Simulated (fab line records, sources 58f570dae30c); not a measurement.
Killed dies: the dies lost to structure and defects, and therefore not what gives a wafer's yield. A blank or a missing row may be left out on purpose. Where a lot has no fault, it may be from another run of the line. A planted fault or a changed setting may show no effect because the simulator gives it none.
Code-filled problem report in 8D (eight disciplines) form :: flow berkeleyCmos170 :: the parts of the form that need people (team, actions taken, sign-off) are left out

1. WHAT WENT WRONG
PWELL_NITRIDE_THK at UCB170_PWELL_THK_MEAS_06 reads a mean of 369.1 nm on 3 wafers of 1 lot; wafers without a fault read 219.3 nm with a standard deviation of 1.8. Measured from the usual mean, that is +83 standard deviations.
The first sign was on wafer L346.1 at day 5 21:55, on filmMetro-01. At this step, 39 wafers from 13 lots have a number in the record. Rule for "out", or "out of limits": more than 4 standard deviations from the usual mean. The other wafers with a number count as sound.

2. WHAT IT IS AND WHAT IT IS NOT
question: which readings at this step
is: PWELL_NITRIDE_THK
is not: -

question: which lots
is: L346
is not: L335, L336, L337, L338, L340, L341, L343, L344, L345, L347, L352, L356

question: which wafers of those lots
is: all that have a number
is not: -

question: read on which gauges
is: filmMetro-01
is not: filmMetro-03, filmMetro-04

question: when
is: from day 5 21:55
is not: up to then (27 sound wafers); but 9 sound wafers of L347, L352, L356 came after

3. WHAT RULES OUT EACH SUSPECT
Counting: any tool at a process step up to the reading is kept as a suspect provided that every lot that is out went through it and no sound lot did after the first of them.
- the gauge at UCB170_PWELL_THK_MEAS_06: kept. All the wafers that are out were read on filmMetro-01, and no step on other tools shows them out.
- lpcvd-01 at UCB170_PWELL_CVD_05 (deposits Si3N4 from SiH2Cl2/NH3, target thk 220 nm, time 3300 s): kept. It ran the lot that is out, L346 (day 5 19:03), and no sound lot after that; its last sound lot up to then is L344 (day 5 11:47).
After counting, lpcvd-01 at UCB170_PWELL_CVD_05 and filmMetro-01 at UCB170_PWELL_THK_MEAS_06 remain.

4. THE CAUSE (what the simulator had put in)
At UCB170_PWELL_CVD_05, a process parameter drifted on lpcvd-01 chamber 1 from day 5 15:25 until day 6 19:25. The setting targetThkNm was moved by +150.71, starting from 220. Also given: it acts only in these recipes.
After counting, 2 suspects remain, this tool included.

5. THE CHAIN OF EFFECTS, in route order
Each row: a reading whose mean over the struck wafers that have a number lies more than 3 standard deviations from the usual. Only readings whose record carries a usual standard deviation are examined. hours: median over the lots of the time between each lot's start at the first step of this table that gives one and its start at this step. sigmas: the change, counted in usual standard deviations.
hours: 0
step: UCB170_PWELL_THK_MEAS_06
reading: PWELL_NITRIDE_THK
usual: 219.3 nm
on struck wafers: 369.1
change: +149.8
sigmas: +83

hours: 1
step: UCB170_PWELL_ETCH_14
reading: oesProductAu
usual: 0.943 a.u.
on struck wafers: 1.002
change: +0.059
sigmas: +4.5
The process steps in it:
- UCB170_PWELL_ETCH_14: etches Si3N4 in CH3F/Ar/O2, stops on SiO2, target depth 242 nm, time 151 s.
Later steps that measure or inspect, where all struck wafers having a row at the step show a number for every such reading and not one has moved that far: UCB170_PWELL_OVL_MEAS_13, UCB170_PWELL_TW_MEAS_17.

6. HOW IT WOULD HAVE BEEN CAUGHT EARLIER
7 hours passed between the start of the fault at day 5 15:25 and the first reading out of limits at a measuring or inspecting step in this record, taken at day 5 21:55.
Tool readings at UCB170_PWELL_CVD_05 with a usual standard deviation given in the record: none out on any struck wafer, hence no alarm at a limit of 4 standard deviations on them.
Lots out: 1; all had begun UCB170_PWELL_CVD_05 on lpcvd-01 by day 5 21:55. None of them would have been spared by holding the tool at that moment.
